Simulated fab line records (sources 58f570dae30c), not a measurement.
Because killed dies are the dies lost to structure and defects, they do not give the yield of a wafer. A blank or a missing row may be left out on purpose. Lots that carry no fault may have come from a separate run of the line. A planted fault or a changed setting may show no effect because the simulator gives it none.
fab line records -- flow berkeley_cmos170
[record] lots = 6, wafers = 18, last_day = 11
route steps=331 shown GATE@129
lots that met no fault: taken from a fault-free run of the same line
start_h: hours from the record's opening day to when the first of the lot's shown wafers began -- wait_h: time in hours since the lot's previous step -- " same as the row above -- L1.1+2: several wafers, shown together as one row -- - no value present, or no start provided -- * or withheld: withheld -- < > ~ a bound
route shown NAME@n: names a module that has steps shown in the file, with the first one's number in the route -- usual: average and standard deviation across the fault-free wafers -- same: alike in all rows -- chamber/n: place in a boat -- sites: readings site by site -- _std_site: standard deviation of those values -- _edge_site: inner sites' mean taken away from outer sites' mean -- radius_mm: for every site, how far away it sits from the centre of the wafer -- mask NAME#n: copy n -- behind: tool/chamber where the wafer was last shaped -- hold: why the lot was held/for how many hours/how that ended -- device: the n, p or np transistor that did not switch -- end of line: the tests these same wafers got at the end of their route -- step lacking rows: just its recipe -- killed: at the first sort, the dies lost to defects and structure; wafer yield is something else -- map: a wafer's dies, marking killed ones x, the rest . and places with no die _
set.NAME: setting as actually run; set.NAME@STEP: the setting as run at that earlier step -- model.NAME: the simulator's own value behind a step, which no gauge read
a table for each step, a row for each wafer; lots at some steps of the route
services: the hour from which a tool's chamber was out of use, counted from the record's first day as start_h (under 0 if before that day), plus the number of hours and why
[[steps]]
[step UCB170_GATE_ANNEAL_03]
[recipe] temp_c = 900, time_s = 1800, ambient = N2
[step UCB170_GATE_CVD_04]
[recipe] material = poly-Si, temp_c = 610, precursor = SiH4, time_s = 1440, pressure_mtorr = 375, target_thk_nm = 214, sih4_flow_sccm = 120
[step UCB170_GATE_THK_MEAS_05]
[recipe] reads = poly-Si_of_GATE_CVD_04
[usual] GATE_POLY_THK = 214.8/2.1
lot.wafer,tool,chamber,start_h,wait_h,GATE_POLY_THK[nm]
L764.1,film_metro-03,-,129.64,0.0,215.5
L764.3,film_metro-03,-,129.64,0.0,215.8
L764.5,film_metro-03,-,129.64,0.0,213.6
L767.2,film_metro-04,-,143.84,0.0,214.8
L767.3,film_metro-04,-,143.84,0.0,215.8
L767.4,film_metro-04,-,143.84,0.0,214.5
L770.2,film_metro-03,-,153.04,0.0,212.4
L770.5,film_metro-03,-,153.04,0.0,212.8
L770.6,film_metro-03,-,153.04,0.0,212.5
L777.1,film_metro-01,-,198.61,0.0,214.8
L777.4,film_metro-01,-,198.61,0.0,214.7
L777.5,film_metro-01,-,198.61,0.0,214.7
L781.2,film_metro-04,-,210.90,0.0,215.1
L781.5,film_metro-04,-,210.90,0.0,212.8
L781.6,film_metro-04,-,210.90,0.0,214.8
L782.3,film_metro-01,-,210.91,0.0,217.1
L782.4,film_metro-01,-,210.91,0.0,215.1
L782.5,film_metro-01,-,210.91,0.0,217.3
[step UCB170_GATE_COAT_06]
[recipe] resist = BARC, temp_c = withheld, time_s = withheld, spin_rpm = 3000, resist_thk_nm = withheld
[step UCB170_GATE_COAT_07]
[recipe] resist = KrF, spin_rpm = 1500, resist_thk_nm = 900
[step UCB170_GATE_SOFTBAKE_08]
[recipe] resist = KrF, temp_c = 130, time_s = 60
[step UCB170_GATE_EXPOSE_09]
[recipe] mask_id = POLY, target_cd_nm = 350, na = 0.5, sigma_outer = 0.6, source_shape = conventional, dose_mj = 21
[step UCB170_GATE_PEB_10]
[recipe] peb_temp_c = 130, peb_time_s = withheld, resist = KrF
[step UCB170_GATE_DEVELOP_11]
[recipe] developer = TMAH, develop_time_s = 45, resist = KrF, dev_temp_c = 21
[step UCB170_GATE_CD_MEAS_12]
[recipe] target_cd_nm = 350
[usual] cd_nm = 349.7/1.6
lot.wafer,tool,chamber,start_h,wait_h,cd_nm
L764.1,cd_sem-02,-,130.55,-,350.2
L764.3,cd_sem-02,-,130.55,-,350.5
L764.5,cd_sem-02,-,130.55,-,349.8
L767.2,cd_sem-01,-,144.75,-,350.4
L767.3,cd_sem-01,-,144.75,-,350.7
L767.4,cd_sem-01,-,144.75,-,350.0
L770.2,cd_sem-02,-,154.29,-,349.0
L770.5,cd_sem-02,-,154.29,-,351.0
L770.6,cd_sem-02,-,154.29,-,350.5
L777.1,cd_sem-02,-,199.74,-,350.3
L777.4,cd_sem-02,-,199.74,-,351.0
L777.5,cd_sem-02,-,199.74,-,349.0
L781.2,cd_sem-01,-,211.81,-,352.9
L781.5,cd_sem-01,-,211.81,-,351.0
L781.6,cd_sem-01,-,211.81,-,352.6
L782.3,cd_sem-02,-,212.30,-,348.5
L782.4,cd_sem-02,-,212.30,-,349.7
L782.5,cd_sem-02,-,212.30,-,350.0
[step UCB170_GATE_OVL_MEAS_13]
[usual] GATE_OVL = -3/5.3
lot.wafer,tool,chamber,start_h,wait_h,GATE_OVL[nm]
L764.1,overlay-02,-,130.67,0.1,1
L764.3,overlay-02,-,130.67,0.1,-2
L764.5,overlay-02,-,130.67,0.1,-2
L767.2,overlay-01,-,144.85,0.1,1
L767.3,overlay-01,-,144.85,0.1,-5
L767.4,overlay-01,-,144.85,0.1,-1
L770.2,overlay-02,-,154.39,0.1,4
L770.5,overlay-02,-,154.39,0.1,1
L770.6,overlay-02,-,154.39,0.1,4
L777.1,overlay-01,-,199.86,0.1,-6
L777.4,overlay-01,-,199.86,0.1,-5
L777.5,overlay-01,-,199.86,0.1,-4
L781.2,overlay-02,-,211.92,0.1,1
L781.5,overlay-02,-,211.92,0.1,-3
L781.6,overlay-02,-,211.92,0.1,-4
L782.3,overlay-01,-,212.39,0.1,6
L782.4,overlay-01,-,212.39,0.1,0
L782.5,overlay-01,-,212.39,0.1,-1
[step UCB170_GATE_ETCH_14]
[recipe] chemistry = N2/H2, target_depth_a = withheld, overetch_a = withheld, target = BARC, time_s = withheld, source_w = 500, bias_w = 100, pressure_mtorr = 30, n2_flow_sccm = 100, h2_flow_sccm = 200
[usual] drypump_motor_current_A = 5.7/0.41, oes_product_au = 1.004/0.014, throttle_valve_pct = 13.32/0.21
lot.wafer,tool,chamber,start_h,wait_h,drypump_motor_current_A,oes_product_au,throttle_valve_pct
L764.1,rie_diel-01,1,130.70,0.0,5.9,1.002,13.05
L764.3,rie_diel-01,0,130.70,0.0,5.3,0.996,13.31
L764.5,rie_diel-01,1,130.70,0.0,5.9,1.012,13.05
L767.2,rie_diel-02,1,144.88,0.0,6.0,0.990,13.40
L767.3,rie_diel-02,2,144.88,0.0,6.2,0.997,13.52
L767.4,rie_diel-02,0,144.88,0.0,5.1,1.017,13.50
L770.2,rie_diel-03,3,154.42,0.0,5.8,0.966,13.15
L770.5,rie_diel-03,2,154.42,0.0,5.0,0.987,13.57
L770.6,rie_diel-03,3,154.42,0.0,5.8,0.975,13.14
L777.1,rie_diel-02,1,199.89,0.0,6.0,0.986,13.41
L777.4,rie_diel-02,2,199.89,0.0,6.2,1.017,13.52
L777.5,rie_diel-02,2,199.89,0.0,6.2,1.011,13.50
L781.2,rie_diel-03,0,211.95,0.0,5.2,1.016,13.08
L781.5,rie_diel-03,3,211.95,0.0,5.8,0.980,13.14
L781.6,rie_diel-03,1,211.95,0.0,5.7,1.022,13.41
L782.3,rie_diel-01,3,212.41,0.0,5.5,0.998,13.25
L782.4,rie_diel-01,1,212.41,0.0,5.9,0.999,13.04
L782.5,rie_diel-01,3,212.41,0.0,5.5,1.008,13.25
[step UCB170_GATE_ETCH_15]
[recipe] chemistry = HBr/Cl2, target = poly-Si, stop_on = SiO2, over_etch_frac = 0.3, icp_w = 300, bias_w = 150, time_s = 56.3, pressure_mtorr = 15, HBr_flow_sccm = 150, Cl2_flow_sccm = 50, target_depth_a = 2782
[usual] drypump_motor_current_A = 5.6/0.57, he_backside_leak_sccm = 2.8/0.36, mfc_cl2_sccm = 49.98/0.14, oes_product_au = 0.830/0.017, run_length_s = 84.7/0.5, throttle_valve_pct = 26.55/0.12
lot.wafer,tool,chamber,start_h,wait_h,drypump_motor_current_A,he_backside_leak_sccm,mfc_cl2_sccm,oes_product_au,rf_hours_counter_h,run_length_s,throttle_valve_pct,model.GATE.feature_depth_nm,model.etch.depth_nm,model.KrF_of_GATE_COAT_07.thk_nm
L764.1,rie_si-01,2,130.75,-,4.8,2.8,50.10,0.828,1,84.5,26.63,215.6,215.6,778.1
L764.3,rie_si-01,0,130.75,-,5.0,2.9,49.86,0.824,25,85.3,26.42,215.9,215.8,777.2
L764.5,rie_si-01,1,130.75,-,5.1,2.5,49.78,0.808,-,85.0,26.44,213.7,213.7,777.5
L767.2,rie_si-01,1,144.92,-,5.0,2.3,50.03,0.809,49,85.1,26.45,214.9,214.9,776
L767.3,rie_si-01,0,144.92,-,5.0,2.6,49.79,0.828,25,85.2,26.41,215.6,215.6,773.3
L767.4,rie_si-01,1,144.92,-,5.0,2.3,50.05,0.803,-,85.0,26.43,214.3,214.3,777.1
L770.2,rie_si-02,0,154.46,-,5.8,2.6,50.22,0.838,49,83.7,26.45,212.4,212.3,774.7
L770.5,rie_si-02,0,154.46,-,5.7,2.5,50.21,0.844,-,83.9,26.45,212.8,212.8,776.4
L770.6,rie_si-02,3,154.46,-,6.5,2.8,49.98,0.836,-,84.4,26.65,212.5,212.5,775.2
L777.1,rie_si-01,2,199.93,-,4.9,2.9,50.10,0.815,1,84.9,26.65,214.6,214.6,778
L777.4,rie_si-01,3,199.93,-,6.3,3.6,49.82,0.829,83,84.8,26.67,214.6,214.6,779.4
L777.5,rie_si-01,0,199.93,-,5.0,2.9,49.99,0.818,-,85.2,26.41,214.6,214.6,773.9
L781.2,rie_si-01,3,211.99,-,6.3,3.3,49.99,1.003,83,62.5,26.65,167.6,167.6,822.5
L781.5,rie_si-01,3,211.99,-,6.3,3.4,49.78,0.992,-,62.3,26.67,165.6,165.6,819
L781.6,rie_si-01,0,211.99,-,5.0,3.0,49.80,1.001,-,63.1,26.41,168.7,168.7,825.1
L782.3,rie_si-01,2,212.46,-,4.9,2.9,49.77,0.977,1,61.9,26.63,165,165,823.2
L782.4,rie_si-01,3,212.46,-,6.3,3.4,49.81,0.997,83,62.1,26.67,166.7,166.7,822
L782.5,rie_si-01,1,212.46,-,5.0,2.4,50.18,0.983,-,62.7,26.45,168.4,168.4,821.3
[step UCB170_GATE_STRIP_16]
[recipe] chemistry = O2, power_w = 400, pressure_mtorr = 3500, platen_temp_c = withheld, o2_flow_sccm = 400, overash_fraction = 0.5
[usual] drypump_motor_current_A = 5.53/0.29, oes_product_au = 0.724/0.0044
lot.wafer,tool,chamber,start_h,wait_h,drypump_motor_current_A,oes_product_au,rf_hours_counter_h
L764.1,plasma_asher-04,1,130.79,0.0,4.97,0.721,43
L764.3,plasma_asher-04,0,130.79,0.0,5.91,0.721,-
L764.5,plasma_asher-04,0,130.79,0.0,5.89,0.721,-
L767.2,plasma_asher-04,0,144.97,0.0,5.94,0.726,45
L767.3,plasma_asher-04,1,144.97,0.0,4.97,0.718,-
L767.4,plasma_asher-04,0,144.97,0.0,5.95,0.732,-
L770.2,plasma_asher-02,0,154.51,0.0,5.79,0.722,45
L770.5,plasma_asher-02,1,154.51,0.0,5.32,0.731,-
L770.6,plasma_asher-02,0,154.51,0.0,5.80,0.727,-
L777.1,plasma_asher-04,1,199.98,0.0,4.98,0.722,51
L777.4,plasma_asher-04,1,199.98,0.0,4.98,0.724,-
L777.5,plasma_asher-04,1,199.98,0.0,4.98,0.720,-
L781.2,plasma_asher-03,0,212.04,0.0,5.66,0.725,43
L781.5,plasma_asher-03,1,212.04,0.0,5.53,0.720,-
L781.6,plasma_asher-03,0,212.04,0.0,5.62,0.723,-
L782.3,plasma_asher-03,0,212.54,0.1,5.57,0.720,-
L782.4,plasma_asher-03,1,212.54,0.1,5.56,0.734,-
L782.5,plasma_asher-03,1,212.54,0.1,5.55,0.723,-
[[services]]
tool,chamber,start_h,hours,kind
rie_si-01,3,111.28,43.1,repair
rie_diel-01,2,114.56,-,clean
rie_diel-01,2,114.56,21.1,scheduled_down
rie_diel-01,2,114.56,21.1,vent_cycle
rie_diel-03,3,116.41,6.7,repair
rie_si-02,1,145.90,-,clean
rie_si-02,1,145.90,27.0,scheduled_down
rie_si-02,1,145.90,27.0,vent_cycle
rie_diel-01,-,151.16,2.8,pm
plasma_asher-04,-,176.20,0.8,repair
rie_diel-01,3,180.24,-,clean
rie_diel-01,3,180.24,25.2,scheduled_down
rie_diel-01,3,180.24,25.2,vent_cycle
rie_diel-02,3,184.35,3.8,repair
rie_diel-03,2,196.06,-,clean
rie_diel-03,2,196.06,19.2,scheduled_down
rie_diel-03,2,196.06,19.2,vent_cycle
plasma_asher-02,-,197.61,2.8,pm
rie_diel-02,3,210.18,4.5,repair
[[key]]
[first_sign] step = UCB170_GATE_ETCH_15, reading = run_length_s, direction = down, sigmas = 45, usual = *, struck = *
[effect] step = UCB170_GATE_ETCH_15, reading = oes_product_au, direction = up, sigmas = 9.5, usual = 0.830, struck = 0.992
[model_effect] step = UCB170_GATE_ETCH_15, value = GATE.feature_depth_nm, without = 215.4, struck = 167
met_at UCB170_GATE_ETCH_15
struck_wafers L781.2,L781.5,L781.6,L782.3,L782.4,L782.5
later_rows_left_out L781.2,L781.5,L781.6,L782.3,L782.4,L782.5
sort_left_out L781.2,L781.5,L781.6,L782.3,L782.4,L782.5
tester_left_out L781,L782
onset_between 199.93 211.99
[fault] kind = process_parameter_drift, tool = rie_si-01, chamber = -, onset_h = 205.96, steps = UCB170_GATE_ETCH_15, channel = time_s, offset = *, shape = step, end_h = 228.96, stated = *
// tester_left_out: of these lots the tester's yield and bins aren't shown, on N5 and GAA mostly nor the transistor test; their killed dies are dies lost to structure and defects alone, not to doping, threshold or leakage, so they don't give the yield
// sort_left_out: the simulated sort isn't trusted on such a fault, so these wafers' sort isn't shown, and their yield isn't known
// later_rows_left_out: the simulator's readings of these wafers behind a module that went badly wrong aren't trusted and aren't shown, but for the sort
